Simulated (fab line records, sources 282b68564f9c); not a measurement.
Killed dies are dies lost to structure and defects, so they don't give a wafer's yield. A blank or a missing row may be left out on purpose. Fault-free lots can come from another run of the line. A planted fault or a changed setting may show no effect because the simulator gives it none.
Comparing a struck lot with a sound one / flow ritCmos / 28 out of 202 route steps
Sound: the wafers L822.2, L822.5, L822.6. Wafers L824.3, L824.5, L824.6 were the ones struck. The cause is named last.
Per side, at each step with rows, come the tool, then ch with its chambers, and then its first start. Under that, the readings that differ: sound wafers / struck wafers / difference of the means / sigmas: that difference in standard deviations of wafers without a fault.
alike: words and numbers the same on both sides, and readings whose means are apart by under 2 such deviations; not compared: readings that were withheld, readings missing a value for some wafer, numbers with overlapping values and no deviation given by the record, and bounds like >300 which may hide the same value.
Wherever a step has rows on one side only, a row that says differs or no value, or a row with sigmas, the two part there. Numbers that have no deviation but don't overlap get no sigmas and don't part them. Lack of a reading on every wafer of one side parts them only where that side has two or more wafers.

RIT_ACTIVE_BOW_MEAS_00:
  sound on filmMetro-04 at day 2 21:01; struck on filmMetro-03 at day 3 07:02
  alike: INCOMING_BOW
RIT_ACTIVE_OXIDATION_01: target thk 46.8 nm, ox time 3360 s.
  sound on furnace-03 ch 0, day 3 01:39; struck on furnace-03 ch 0, day 3 08:23
reading=spikeTcCentreC (C); sound=1006.1 1006.4 1003.5; struck=985.6 986.0 984.8; difference=-19.9; sigmas=-8
reading=model.SiO2_of_ACTIVE_OXIDATION_01.thkNm (nm); sound=46.27 45.49 45.74; struck=43.61 43.01 41.67; difference=-3.07; sigmas=
  alike: spikeTcSourceC, zonePowerCentrePct
RIT_ACTIVE_THK_MEAS_02:
  sound on filmMetro-01 at day 3 03:35; struck on filmMetro-04 at day 3 10:20
reading=ACTIVE_OXIDE_THK (nm); sound=46.3 45.5 45.7; struck=43.6 43.0 41.7; difference=-3.1; sigmas=-4
then, 1 step without rows for these wafers: RIT_ACTIVE_CVD_03 (deposits Si3N4 from SiH2Cl2/NH3, target thk 150 nm, time 1500 s).
RIT_ACTIVE_THK_MEAS_04:
  sound on filmMetro-01 at day 3 05:04; struck on filmMetro-04 at day 3 12:32
  alike: ACTIVE_NITRIDE_THK
then, 6 steps without rows for these wafers: RIT_ACTIVE_HMDS_05 (prime time 60 s); RIT_ACTIVE_COAT_06 (resist thk 1000 nm); RIT_ACTIVE_SOFTBAKE_07 (time 60 s); RIT_ACTIVE_EXPOSE_08 (exposes mask M1, target cd 1400 nm); RIT_ACTIVE_PEB_09; RIT_ACTIVE_DEVELOP_10 (develop time 50 s).
RIT_ACTIVE_CD_MEAS_11 targets a cd of 1400 nm.
  sound on cdSem-01 at day 3 06:07; struck on cdSem-01 at day 3 13:35
  alike: cdNm
then, 1 step without rows for these wafers: RIT_ACTIVE_HARDBAKE_12 (time 60 s).
RIT_ACTIVE_ETCH_13: etches Si3N4 in SF6, stops on SiO2, time 210 s, target depth 210 nm.
  sound on rieDiel-04 ch 1,2,3, day 3 06:22; struck on rieDiel-04 ch 1,2,3, day 3 13:49
  alike: chamberPressureMTorr, drypumpMotorCurrentA, oesProductAu, rfFwdPowerW, throttleValvePct
  not compared: rfHoursCounterH
RIT_ACTIVE_STRIP_14: strips in O2, time 180 s.
  sound on plasmaAsher-01 ch 0,1, day 3 06:29; struck on plasmaAsher-01 ch 0,1, day 3 14:01
  alike: chamberPressureMTorr, drypumpMotorCurrentA
  not compared: rfHoursCounterH
RIT_ACTIVE_CD_MEAS_90 targets a cd of 1400 nm.
  sound on cdSem-02 at day 3 06:41; struck on cdSem-02 at day 3 14:10
  alike: cdNm
then, 4 steps without rows for these wafers: RIT_ACTIVE_CLEAN_15 (cleans in SC1, time 600 s); RIT_ACTIVE_CLEAN_16 (cleans in dHF, time 30 s); RIT_ACTIVE_CLEAN_17 (cleans in SC2, time 600 s); RIT_FOX1_OXIDATION_00 (target thk 350.7 nm, ox time 1130 s).
RIT_FOX1_THK_MEAS_01:
  sound on filmMetro-03 at day 3 11:39; struck on filmMetro-04 at day 3 16:47
  alike: FOX1_OXIDE_THK
then, 2 steps without rows for these wafers: RIT_FOX1_WET_ETCH_02 (etches SiO2 in BOE, target depth 350 nm, time 390 s); RIT_FOX2_OXIDATION_00 (target thk 350.7 nm, ox time 1130 s).
RIT_FOX2_THK_MEAS_01:
  sound on filmMetro-02 at day 3 14:47; struck on filmMetro-01 at day 3 18:17
  alike: FOX2_OXIDE_THK
then, 1 step without rows for these wafers: RIT_FOX2_CLEAN_02 (cleans in dHF, time 171.4 s).
RIT_FOX2_WET_ETCH_03: etches Si3N4 in H3PO4, target depth 195 nm, time 2700 s.
  sound on wetBench-04 ch 3, day 3 14:53; struck on wetBench-03 ch 2, day 3 18:23
reading=model.SiO2_of_ACTIVE_OXIDATION_01.thkNm (nm); sound=39.08 40.38 38.9; struck=36.94 38.11 34.93; difference=-2.79; sigmas=
RIT_FOX2_THK_MEAS_90:
  sound on filmMetro-02 at day 3 15:43; struck on filmMetro-02 at day 3 19:14
  alike: FIELD_OXIDE_LEFT_1_THK
RIT_M1_PROBE_99:
  sound on prober-02 at day 5 09:35; struck on prober-02 at day 5 13:19
  alike: killedAtContacts, killedAtFrontEnd, killedDies, killedOnRim, killedOpen, killedShort

## WHERE THEY PART
At RIT_ACTIVE_OXIDATION_01 first; at RIT_ACTIVE_THK_MEAS_02 last (within this record only). Later steps at which nothing parts them and some readings are alike: RIT_ACTIVE_THK_MEAS_04, RIT_ACTIVE_CD_MEAS_11, RIT_ACTIVE_ETCH_13, RIT_ACTIVE_STRIP_14, RIT_ACTIVE_CD_MEAS_90, RIT_FOX1_THK_MEAS_01, RIT_FOX2_THK_MEAS_01, RIT_FOX2_THK_MEAS_90, RIT_M1_PROBE_99.

WHY: whatever the simulator had introduced
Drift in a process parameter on furnace-03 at RIT_ACTIVE_OXIDATION_01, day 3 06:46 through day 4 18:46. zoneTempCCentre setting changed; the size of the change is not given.
